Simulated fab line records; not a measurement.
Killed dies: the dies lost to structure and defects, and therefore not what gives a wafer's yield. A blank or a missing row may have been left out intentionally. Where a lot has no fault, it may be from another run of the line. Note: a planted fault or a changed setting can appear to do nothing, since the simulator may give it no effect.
Which tool is to blame?	flow berkeley cmos170	6 lots, 18 wafers sampled, at 2 steps of a route of 331

## WHAT THE GAUGES READ, wafer by wafer
UCB170_GATE_CD_MEAS_12 targets a cd of 350 nm.
lot	measured	on	cd nm (nm)
L106	day 7 08:13	cd sem-01	350.1 351.8 351.0
L111	day 7 22:48	cd sem-01	350.7 351.2 351.7
L109	day 7 23:03	cd sem-02	373.4 374.6 373.7
L119	day 10 02:28	cd sem-02	349.2 349.1 347.7
L120	day 10 08:20	cd sem-02	347.2 346.0 346.3
L123	day 10 17:59	cd sem-01	350.2 349.2 350.9

## WHAT TOOL EACH LOT RAN ON (gives the tool, then ch and the chambers of the sampled wafers, and finally the start)
lot	UCB170_GATE_EXPOSE_09
L106	krf scanner-02 ch 0, day 7 07:35
L111	krf scanner-02 ch 0, day 7 22:10
L109	krf scanner-01 ch 0, day 7 22:30
L119	krf scanner-02 ch 0, day 10 02:04
L120	krf scanner-01 ch 0, day 10 07:52
L123	krf scanner-02 ch 0, day 10 17:36
- UCB170_GATE_EXPOSE_09: exposes mask POLY, target cd 350 nm.

## THE ANSWER, worked out from the rows above alone
Rule: the usual values come from the lots themselves. The widest of any qualifying gaps counts: lots, ordered by their means at a reading, are off when they make up no more than a third of the lots, leave a main group of 4 or more, and stand apart from it by 3 or more times the standard deviation of that group's means. Not used: any main group whose means are identical at the precision the tables above print for the reading. Also off: a lot with no number at a reading for which 4 or more lots have one. All remaining lots with rows at the step are treated as sound.
Off: L109, at UCB170_GATE_CD_MEAS_12 (cd nm). Mean 349.5 nm and standard deviation 1.7 in the main group.
A tool fits if, at a process step before that reading, it ran every lot that is off, and no sound lot after the first of them. The gauges at UCB170_GATE_CD_MEAS_12 are tried like those tools. None of those tried fits.

## WHAT THE SIMULATOR PUT IN
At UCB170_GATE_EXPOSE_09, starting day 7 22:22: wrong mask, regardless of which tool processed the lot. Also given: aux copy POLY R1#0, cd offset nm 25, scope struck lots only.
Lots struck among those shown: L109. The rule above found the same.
